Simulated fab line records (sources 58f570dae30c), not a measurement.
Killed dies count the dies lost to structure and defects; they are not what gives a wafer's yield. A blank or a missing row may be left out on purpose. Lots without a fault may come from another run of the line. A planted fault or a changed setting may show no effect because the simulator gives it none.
fab line records | flow berkeley_cmos170
record: lots: 14 wafers: 42 last_day: 11
route steps=331 shown CONTACT@234
lots untouched by any fault: they come from a run of this same line in which no faults occurred
start_h: start of the lot's first displayed wafer, in hours after the record's first day | wait_h: hours from the lot's prior step to this one | " the same as in the row above | L1.1+2: one row covering several wafers at once | - no value, or no start given | * or withheld: withheld | < > ~ a bound
route shown NAME@n: NAME is a module with steps in the file, n the number in the route of the first one | usual: mean/standard deviation taken from wafers without a fault | same: alike in all rows | chamber/n: place in a boat | sites: readings site by site | _std_site: the values' standard deviation | _edge_site: outer sites' mean less inner sites' | radius_mm: how far each site lies from the wafer's centre | mask NAME#n: copy n | behind: the most recent tool/chamber to have shaped the wafer | hold: the reason the lot was held/the length of the hold in hours/how it ended | device: which transistor (n, p or np) failed to switch | end of line: the route-end tests of the same wafers | a step with no rows: only its recipe | killed: at the first sort, the dies lost to defects and structure; wafer yield is something else | map: a wafer's dies, x killed, . not, _ none there
set.NAME: the setting that was run; set.NAME@STEP: the one run at that earlier step | model.NAME: the simulator's own value behind a step, which no gauge read
the route's steps for a sample of lots (tables are steps, rows are wafers)
services: from which hour (start_h, from the record's first day; less than 0 if before it) a tool's chamber was out of use, for how many hours, and why
== steps ==
step: UCB170_CONTACT_ETCH_18
recipe: chemistry: CHF3/CF4/Ar target: PSG stop_on: TiSi2 CHF3_flow_sccm: 45 cf4_flow_sccm: 15 Ar_flow_sccm: 150 pressure_mtorr: 200 rf_w: 700 target_depth_a: 8400 over_etch_frac: 0.2 time_s: 195
usual: drypump_motor_current_A: 5.9/0.43 oes_product_au: 0.890/0.012 over_etch_frac: 0.2/0 throttle_valve_pct: 6.91/0.11
columns lot.wafer tool chamber start_h wait_h drypump_motor_current_A oes_product_au over_etch_frac rf_hours_counter_h throttle_valve_pct
L124.2 rie_diel-04 0 143 - 5.7 0.874 0.2 92 7.08
L124.3 " 3 " " 6.5 0.904 0.2 29 6.87
L124.6 " 0 " " 5.7 0.884 0.2 - 7.06
L123.3 rie_diel-01 1 143 - 6.0 0.886 0.2 156 7.06
L123.5 " 3 144 - 6.3 0.901 0.2 - 6.76
L123.6 " 2 " " 5.4 0.886 0.2 - 6.95
L122.1 rie_diel-04 3 144 - 6.5 0.916 0.2 30 6.87
L122.4 " 0 " " 5.7 0.891 0.2 - 7.07
L122.6 " 1 " " 5.9 0.890 0.2 - 6.88
L125.1 rie_diel-04 0 170 - 5.7 0.876 0.2 93 7.06
L125.3 " 1 " " 5.9 0.899 0.2 42 6.88
L125.4 " 2 " " 5.3 0.901 0.2 0 6.82
L127.1 rie_diel-01 2 171 - 5.5 0.892 0.2 148 6.95
L127.5 " 0 " " 6.4 0.891 0.2 - 6.81
L127.6 " 3 " " 6.3 0.905 0.2 - 6.76
L130.1 rie_diel-04 3 189 - 6.5 0.913 0.2 31 6.88
L130.4 " 1 " " 5.9 0.885 0.2 43 6.89
L130.5 " 2 " " 5.3 0.891 0.2 - 6.81
L129.4 rie_diel-01 3 190 - 6.2 0.899 0.2 5 6.76
L129.5 " 1 " " 6.0 0.898 0.2 - 7.05
L129.6 " 0 " " 6.4 0.900 0.2 - 6.80
L131.2 rie_diel-03 2 207 - 5.3 0.879 0.2 10 7.04
L131.5 " 1 " " 5.3 0.879 0.2 - 6.88
L131.6 " 0 " " 5.5 0.897 0.2 - 7.00
L132.2 rie_diel-01 1 208 - 6.0 0.887 0.2 2 7.05
L132.5 " 0 " " 6.4 0.882 0.2 - 6.79
L132.6 " 1 " " 6.0 0.892 0.2 - 7.05
L136.2 rie_diel-01 3 212 - 6.2 0.896 0.2 6 6.77
L136.3 " 0 " " 6.4 0.893 0.2 21 6.80
L136.6 " 3 " " 6.3 0.908 0.2 - 6.76
L135.1 rie_diel-04 3 213 - 6.5 0.902 0.2 32 6.85
L135.5 " 0 " " 5.7 0.878 0.2 - 7.06
L135.6 " 1 " " 5.9 0.892 0.2 - 6.89
L138.2 rie_diel-03 3 235 - 6.6 0.895 0.2 134 6.81
L138.5 " 1 " " 5.3 0.880 0.2 - 6.89
L138.6 " 2 " " 5.3 0.863 0.2 - 7.03
L137.1 rie_diel-01 2 236 - 5.5 0.840 0.30322 1 6.94
L137.3 " 1 " " 6.0 0.842 0.30322 3 7.06
L137.4 " 3 " " 6.2 0.851 0.30322 7 6.76
L142.2 rie_diel-01 3 251 - 6.3 0.862 0.30322 8 6.75
L142.4 " 2 " " 5.4 0.833 0.30322 2 6.95
L142.5 " 2 " " 5.5 0.845 0.30322 - 6.96
== services ==
columns tool chamber start_h hours kind
rie_diel-04 3 121.91 8.7 repair
rie_diel-04 2 138.81 - clean
rie_diel-04 2 138.81 16.3 scheduled_down
rie_diel-04 2 138.81 16.3 vent_cycle
rie_diel-01 1 151.99 - clean
rie_diel-01 1 151.99 26.2 scheduled_down
rie_diel-01 1 151.99 26.2 vent_cycle
rie_diel-04 - 157.39 0.2 repair
rie_diel-04 - 157.63 11.1 repair
rie_diel-03 2 172.94 6.4 repair
rie_diel-01 2 194.44 - clean
rie_diel-01 2 194.44 17.0 scheduled_down
rie_diel-01 2 194.44 17.0 vent_cycle
rie_diel-04 0 221.66 2.2 repair
rie_diel-03 - 222.48 1.5 repair
== key ==
first_sign: step: UCB170_CONTACT_ETCH_18 reading: over_etch_frac direction: up sigmas: 99+ usual: 0.2 struck: 0.30322
effect: step: UCB170_CONTACT_ETCH_18 reading: oes_product_au direction: down sigmas: 3.8 usual: 0.890 struck: 0.845
met_at UCB170_CONTACT_ETCH_18
struck_lots L137,L142
tester_left_out L137,L142
onset_between 212 236
fault: kind: process_parameter_drift tool: rie_diel-01 chamber: - onset_h: 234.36 steps: UCB170_CONTACT_ETCH_18 channel: over_etch_frac offset: 0.10322 shape: step end_h: 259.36 acts_in: these_recipes_only stated: 0.2
tester_left_out: of these lots the tester's yield and bins aren't shown, on N5 and GAA mostly nor the transistor test; their killed dies are dies lost to structure and defects alone, not to doping, threshold or leakage, so they don't give the yield
